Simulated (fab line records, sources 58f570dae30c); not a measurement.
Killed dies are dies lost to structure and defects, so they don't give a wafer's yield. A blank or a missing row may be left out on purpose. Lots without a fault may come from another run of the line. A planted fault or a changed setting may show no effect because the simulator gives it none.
Chamber matching | flow berkeley_cmos170 | UCB170_V2_ETCH_14 on rie_diel-02: 4 sister chambers
The step etches SiO2 in CHF3/CF4/Ar, stops on Al, target depth 1250 nm, time 291 s. 4 wafers are shown with their chamber, then 8 later ones without.

WAFERS WITH THEIR CHAMBER
wafer  | chamber | throttle_valve_pct (%)
L381.6 | 3       | 7.17
L385.4 | 1       | 7.07
L385.6 | 2       | 7.12
L387.4 | 0       | 6.93

WAFERS WITHOUT THEIR CHAMBER
wafer  | throttle_valve_pct (%)
L387.5 | 7.08
L387.6 | 6.92
L391.2 | 6.92
L391.3 | 7.13
L391.4 | 7.08
L395.2 | 7.13
L395.3 | 7.07
L395.6 | 6.94

WHICH CHAMBER EACH WENT THROUGH
wafer  | from the rows above | in truth
L387.5 | 1                   | 1
L387.6 | 0                   | 0
L391.2 | 0                   | 0
L391.3 | 2                   | 2
L391.4 | 1                   | 1
L395.2 | 2                   | 2
L395.3 | 1                   | 1
L395.6 | 0                   | 0
Placed correctly: 8 of 8. Can't be placed from these rows: 0. Placed wrongly: 0.
How it was worked out, from the rows above alone: a wafer's distance from a chamber is the root of the sum, over the readings, of the square of ((its reading less the chamber's mean) divided by the reading's scatter). The wafer belongs to the nearest chamber; if the next one is less than 2 further off, it can't be placed. A chamber's mean is the mean of its shown wafers. The scatter: with one shown wafer a chamber, the root of the mean of the squares of how far each hidden wafer lies from its nearest shown one.
